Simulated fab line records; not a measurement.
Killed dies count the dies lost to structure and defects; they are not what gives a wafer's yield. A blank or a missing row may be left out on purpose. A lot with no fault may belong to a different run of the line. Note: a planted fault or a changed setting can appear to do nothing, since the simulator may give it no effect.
The tool behind it: which one?    flow ritCmos    42 wafers from 14 lots sampled at 3 of the route's 202 steps

WHAT THE GAUGES SHOWED, per wafer
RIT_PLDD_OVL_MEAS_06.
lot   measured     on          PLDD_OVL (nm)
L231  day 3 09:46  overlay-02  -1.2 -1.2 0.0
L232  day 3 14:05  overlay-01  1.5 -0.2 0.5
L233  day 3 19:12  overlay-02  -4.0 -1.0 -0.6
L235  day 4 06:12  overlay-02  -1.6 0.6 0.9
L237  day 4 18:08  overlay-01  -1.5 1.1 -0.8
L238  day 4 18:23  overlay-02  0.3 1.1 -0.1
L239  day 5 00:25  overlay-01  -0.8 -1.2 -1.0
L241  day 5 08:12  overlay-02  - - -
L242  day 5 14:25  overlay-01  - - -
L246  day 6 08:29  overlay-02  -1.4 -0.6 -0.2
L247  day 6 09:02  overlay-01  4.5 5.4 3.2
L249  day 6 22:38  overlay-02  -0.9 1.1 1.0
L251  day 7 20:47  overlay-02  0.0 -1.1 -0.3
L253  day 8 05:17  overlay-01  1.0 2.6 1.4

RIT_NSD_TW_MEAS_10.
lot   measured     on            NSD_TW
L231  day 3 14:19  filmMetro-01  3160 3130 3137
L232  day 3 18:33  filmMetro-04  3113 3097 3114
L233  day 3 23:37  filmMetro-01  3151 3134 3143
L235  day 4 11:29  filmMetro-01  3132 3131 3114
L237  day 4 22:54  filmMetro-02  3076 3071 3076
L238  day 4 23:17  filmMetro-02  3079 3073 3069
L239  day 5 04:53  filmMetro-01  3121 3139 3139
L241  day 5 12:38  filmMetro-01  3291 3295 3285
L242  day 5 18:50  filmMetro-04  3289 3267 3279
L246  day 6 12:56  filmMetro-04  3110 3113 3093
L247  day 6 14:04  filmMetro-02  3061 3083 3085
L249  day 7 03:04  filmMetro-02  3076 3054 3045
L251  day 8 02:39  filmMetro-02  3054 3068 3056
L253  day 8 09:43  filmMetro-04  3104 3118 3102

WHAT TOOL EACH LOT RAN ON (gives the tool, then ch and the chambers of the sampled wafers, and finally the start)
lot   RIT_PLDD_COAT_01
L231  lithoTrack-01 ch 0, day 3 08:56
L232  lithoTrack-01 ch 0, day 3 13:12
L233  lithoTrack-04 ch 0, day 3 18:19
L235  lithoTrack-01 ch 0, day 4 05:31
L237  lithoTrack-04 ch 0, day 4 17:20
L238  lithoTrack-03 ch 0, day 4 17:35
L239  lithoTrack-01 ch 0, day 4 23:35
L241  lithoTrack-04, day 5 07:25
L242  lithoTrack-04, day 5 13:43
L246  lithoTrack-04 ch 0, day 6 07:43
L247  lithoTrack-01 ch 0, day 6 08:16
L249  lithoTrack-04 ch 0, day 6 21:41
L251  lithoTrack-04 ch 0, day 7 19:45
L253  lithoTrack-03 ch 0, day 8 04:36
- RIT_PLDD_COAT_01: resist thk 1000 nm.

WHAT THE TOOLS THEMSELVES READ (means of the sampled wafers that have a number; where no wafer has one, the mark that the record gives instead)
RIT_PLDD_COAT_01.
lot   tool           chillPlateTempC (C)  dispensePressureKPa (kPa)  exhaustPa (Pa)
L231  lithoTrack-01  23.15                50.5                       44.9
L232  lithoTrack-01  22.98                50.5                       43.6
L233  lithoTrack-04  22.91                50.3                       46.9
L235  lithoTrack-01  22.90                50.5                       45.6
L237  lithoTrack-04  22.97                50.3                       44.8
L238  lithoTrack-03  22.98                47.9                       45.7
L239  lithoTrack-01  22.96                50.5                       45.7
L241  lithoTrack-04  -                    -                          -
L242  lithoTrack-04  -                    -                          -
L246  lithoTrack-04  22.95                50.3                       45.4
L247  lithoTrack-01  23.06                50.5                       45.1
L249  lithoTrack-04  23.07                50.3                       45.4
L251  lithoTrack-04  22.93                50.3                       45.2
L253  lithoTrack-03  23.15                47.9                       45.3

THE ANSWER, worked out from the rows above alone
Rule: the lots themselves supply what counts as usual. Put in order of their means at a reading, lots are off if they are a third of the lots or fewer, leave a main group of 4 or more, and stand apart from it by a gap of 3 or more times the standard deviation of the main group's means; of several such gaps the widest counts. If all means in a main group match to the digits the tables above print for the reading, that group is not used. Also off: a lot with no number at a reading for which 4 or more lots have one. All remaining lots with rows at the step are treated as sound. First the gauges in route order, then the tools' own readings, where a lot's mean is used as printed above. The first step at which some lot is off is used, and at that step the reading that is off furthest; a lot without a number counts as furthest.
Off: L241, L242, at RIT_PLDD_OVL_MEAS_06 (PLDD_OVL). Without a number there: L241, L242. Main group: mean 0.2 nm, sd 1.5.
A tool fits if, at a process step before that reading, it ran every lot that is off, and no sound lot after the first of them. Not tried: the gauges at RIT_PLDD_OVL_MEAS_06; whatever is off there is also off at RIT_NSD_TW_MEAS_10, on other tools, and gauge error can't account for it. Of those tried, none fits.

WHAT THE SIMULATOR PUT IN
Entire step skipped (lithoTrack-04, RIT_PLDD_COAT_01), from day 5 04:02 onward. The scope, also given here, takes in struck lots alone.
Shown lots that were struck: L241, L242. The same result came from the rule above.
